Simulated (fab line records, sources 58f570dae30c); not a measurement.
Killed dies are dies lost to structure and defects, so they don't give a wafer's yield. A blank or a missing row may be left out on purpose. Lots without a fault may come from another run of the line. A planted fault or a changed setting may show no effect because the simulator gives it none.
Problem report in the 8D (eight disciplines) form, filled by code | flow berkeley_cmos170 | the parts of the form that need people (team, actions taken, sign-off) are left out

1. THE PROBLEM
prime_temp_c at UCB170_M2_HMDS_04 reads a mean of 86.97 C on 6 wafers of 2 lots; wafers without a fault read 99.98 C with a standard deviation of 0.13. That is -99 or more standard deviations from the usual mean.
The step: prime time 60 s.
First seen on wafer L531.2, day 9 14:41, on litho_track-02. The record holds 42 wafers of 14 lots with a number at this step. Rule for "out", or "out of limits": more than 4 standard deviations from the usual mean. The other wafers with a number count as sound.

2. WHAT IT IS AND WHAT IT IS NOT
question                    | is                     | is not
which readings at this step | prime_temp_c           | chill_plate_temp_C
which lots                  | L531, L532             | L521, L523, L524, L525, L526, L528, L534, L536, L538, L539, L541, L542
which wafers of those lots  | all that have a number | -
read on which tools         | litho_track-02         | litho_track-01, litho_track-03
when                        | from day 9 14:41       | up to then (18 sound wafers); but 18 sound wafers of L534, L536, L538, L539, L541, L542 came after

3. SUSPECTS, AND WHAT RULES EACH OUT
Counting: a tool at a process step up to the reading stays a suspect if it ran every lot that is out and no sound lot after the first of them.
- litho_track-02 at UCB170_M2_HMDS_04 (prime time 60 s): kept. It ran every lot that is out, first L531 (day 9 14:41), and no sound lot after that; its last sound lot up to then is L525 (day 8 08:01). Its own readings are out on those wafers: prime_temp_c.
Left after counting: litho_track-02 at UCB170_M2_HMDS_04.

4. THE CAUSE (what the simulator had put in)
Process parameter drift: litho_track-02, from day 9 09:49 on, at UCB170_M2_HMDS_04. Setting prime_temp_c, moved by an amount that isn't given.
Counting left only this tool.

5. THE CHAIN OF EFFECTS, in route order
Each row: a reading whose mean over the struck wafers that have a number lies more than 3 standard deviations from the usual. Only readings for which the record gives a usual standard deviation are gone through. hours: the time from each lot's start at the first step in this table that gives one to its start at this step, as a median over the lots. sigmas: the change in usual standard deviations.
hours | step              | reading      | usual   | on struck wafers | change | sigmas
0     | UCB170_M2_HMDS_04 | prime_temp_c | 99.98 C | 86.97            | -13.01 | -99 or more
The process steps in it:
- UCB170_M2_HMDS_04: prime time 60 s.

6. WHAT WOULD HAVE CAUGHT IT SOONER
In this record the first reading out of limits was taken at day 9 14:41, 5 hours after the fault began at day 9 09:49.
